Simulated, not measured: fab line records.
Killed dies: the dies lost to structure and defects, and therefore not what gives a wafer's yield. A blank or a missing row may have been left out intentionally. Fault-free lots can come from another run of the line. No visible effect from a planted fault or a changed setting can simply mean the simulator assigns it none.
A struck lot beside a sound one ; flow berkeley cmos170 ; 43 steps out of a route of 331
Sound: wafers L310.2, L310.3, L310.6. Wafers L317.2, L317.5, L317.6 were the ones struck. At the end, the cause is stated.
For every step that has rows: the tool of each side, followed by ch and its chambers, followed by its first start. Under that, the readings that differ: sound wafers ; struck wafers ; difference of the means ; sigmas: that difference in standard deviations of wafers without a fault.
alike: readings whose means differ by less than 2 such deviations, and words and numbers that are the same on both sides. not compared: withheld readings, readings that some wafer has no value for, bounds like >300 that may hide the same value, and numbers for which the record gives no deviation and whose values overlap.
Wherever a step has rows on one side only, a row that says differs or no value, or a row with sigmas, the two part there. Numbers that don't overlap but have no deviation are shown without sigmas and don't part them. A reading that every wafer of one side lacks parts them only if that side has two wafers or more.

UCB170_GATE_STRIP_16: strips in O2.
  sound on plasma asher-03 ch 0,1, day 7 04:08; struck on plasma asher-02 ch 0,1, day 9 02:29
  alike: drypump motor current A, oes product au
  not compared: rf hours counter h
UCB170_GATE_CD_MEAS_90: target cd 350 nm.
  struck on cd sem-01, day 9 02:36; sound on cd sem-02, day 7 04:16
  alike: cd nm
then, 7 steps without rows for these wafers: UCB170_GATE_CLEAN_17 (cleans in SPM, time 600 s); UCB170_PLDD_HMDS_00 (prime time 60 s); UCB170_PLDD_COAT_01 (resist thk 900 nm); UCB170_PLDD_SOFTBAKE_02 (time 60 s); UCB170_PLDD_EXPOSE_03 (exposes mask PSELECT, target cd 1200 nm); UCB170_PLDD_PEB_04; UCB170_PLDD_DEVELOP_05 (develop time 45 s).
UCB170_PLDD_CD_MEAS_06: target cd 1200 nm.
  struck on cd sem-02, day 9 04:43; sound on cd sem-01, day 7 06:02
  alike: cd nm
UCB170_PLDD_OVL_MEAS_07:
  struck on overlay-02, day 9 04:49; sound on overlay-01, day 7 06:08
  alike: PLDD_OVL
next, for these wafers, 1 step has no rows: UCB170_PLDD_IMPLANT_08.
UCB170_PLDD_IMPLANT_09:
  sound on implanter-04 ch 0, day 7 06:20; struck on implanter-02 ch 0, day 9 05:01
reading;sound;struck;difference;sigmas
dose ions cm2;5.001e+13 4.996e+13 5e+13;2.744e+13 2.742e+13 2.749e+13;-2.254e+13;-99 or more
faraday current uA;148 151 151;87 85 84;-65;-12
UCB170_PLDD_STRIP_10: strips in O2.
  sound on plasma asher-02 ch 0,1, day 7 06:28; struck on plasma asher-02 ch 0,1, day 9 05:09
  alike: drypump motor current A, oes product au, strip time to endpoint s
  not compared: rf hours counter h
UCB170_PLDD_TW_MEAS_11:
  struck on film metro-04, day 9 05:29; sound on film metro-04, day 7 06:35
reading;sound;struck;difference;sigmas
PLDD_TW;1024 1021 1021;941 945 946;-78;-12
  not compared: hold
then, 6 steps without rows for these wafers: UCB170_NLDD_HMDS_00 (prime time 60 s); UCB170_NLDD_COAT_01 (resist thk 900 nm); UCB170_NLDD_SOFTBAKE_02 (time 60 s); UCB170_NLDD_EXPOSE_03 (exposes mask NSELECT, target cd 1200 nm); UCB170_NLDD_PEB_04; UCB170_NLDD_DEVELOP_05 (develop time 45 s).
UCB170_NLDD_CD_MEAS_06: target cd 1200 nm.
  struck on cd sem-02, day 9 10:17; sound on cd sem-02, day 7 07:52
  alike: cd nm
UCB170_NLDD_OVL_MEAS_07:
  struck on overlay-01, day 9 10:24; sound on overlay-01, day 7 07:58
  alike: NLDD_OVL
then, 2 steps without rows for these wafers: UCB170_NLDD_IMPLANT_08; UCB170_NLDD_IMPLANT_09.
UCB170_NLDD_STRIP_10: strips in O2.
  sound on plasma asher-01 ch 1, day 7 08:18; struck on plasma asher-04 ch 0,1, day 9 10:44
  alike: drypump motor current A, oes product au, strip time to endpoint s
  not compared: rf hours counter h
UCB170_NLDD_TW_MEAS_11:
  struck on film metro-01, day 9 10:53; sound on film metro-02, day 7 08:25
  alike: NLDD_TW
then, 1 step without rows for these wafers: UCB170_NLDD_CLEAN_12 (cleans in SPM, time 600 s).
UCB170_SPACER_CVD_00: deposits SiO2 from TEOS/O2, target thk 376 nm, time 47 s.
  sound on pecvd-03 ch 0,1,2, day 7 08:39; struck on pecvd-01 ch 1,2, day 9 11:08
  alike: heater power w
UCB170_SPACER_THK_MEAS_01:
  struck on film metro-02, day 9 11:11; sound on film metro-04, day 7 08:42
reading;sound;struck;difference;sigmas
SPACER_TEOS_THK (nm);366 369 372;375 381 381;+10;+2
then, 1 step without rows for these wafers: UCB170_SPACER_ANNEAL_02 (time 1800 s).
UCB170_SPACER_ETCHBACK_03: etches SiO2 in CHF3/CF4/Ar, stops on Si, target depth 376 nm, time 100 s.
  sound on rie diel-01 ch 0,1,2, day 7 14:14; struck on rie diel-02 ch 0,1,2, day 9 13:30
  alike: drypump motor current A, oes product au, throttle valve pct
  not compared: rf hours counter h
then, 6 steps without rows for these wafers: UCB170_PSD_HMDS_00 (prime time 60 s); UCB170_PSD_COAT_01 (resist thk 900 nm); UCB170_PSD_SOFTBAKE_02 (time 60 s); UCB170_PSD_EXPOSE_03 (exposes mask PSELECT MOD, target cd 1200 nm); UCB170_PSD_PEB_04; UCB170_PSD_DEVELOP_05 (develop time 45 s).
UCB170_PSD_CD_MEAS_06: target cd 1200 nm.
  struck on cd sem-01, day 9 14:40; sound on cd sem-01, day 7 16:09
reading;sound;struck;difference;sigmas
cd nm (nm);1198.3 1199.1 1199.5;1204.7 1202.6 1204.1;+4.8;+3
UCB170_PSD_OVL_MEAS_07:
  struck on overlay-02, day 9 14:47; sound on overlay-02, day 7 16:16
  alike: PSD_OVL
next, for these wafers, 1 step has no rows: UCB170_PSD_IMPLANT_08.
UCB170_SDANNEAL_RS_MEAS_04: measures by four-point-probe.
  struck on film metro-04, day 9 22:13; sound on film metro-04, day 7 22:22
reading;sound;struck;difference;sigmas
PLDD_RS (ohm/sq);1034.4 1032.9 1031.6;1258.4 1258.5 1260.2;+226.1;+90
  not compared: hold
UCB170_M3_PROBE_99:
  rows exist in the record for the sound wafers here (prober-02, day 8 21:17), none for the struck ones

== WHERE THEY PART ==
At UCB170_PLDD_IMPLANT_09 first; at UCB170_M3_PROBE_99 last (within this record only).

WHY: whatever the simulator had introduced
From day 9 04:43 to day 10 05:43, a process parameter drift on implanter-02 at UCB170_PLDD_IMPLANT_09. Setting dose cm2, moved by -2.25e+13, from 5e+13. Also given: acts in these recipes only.
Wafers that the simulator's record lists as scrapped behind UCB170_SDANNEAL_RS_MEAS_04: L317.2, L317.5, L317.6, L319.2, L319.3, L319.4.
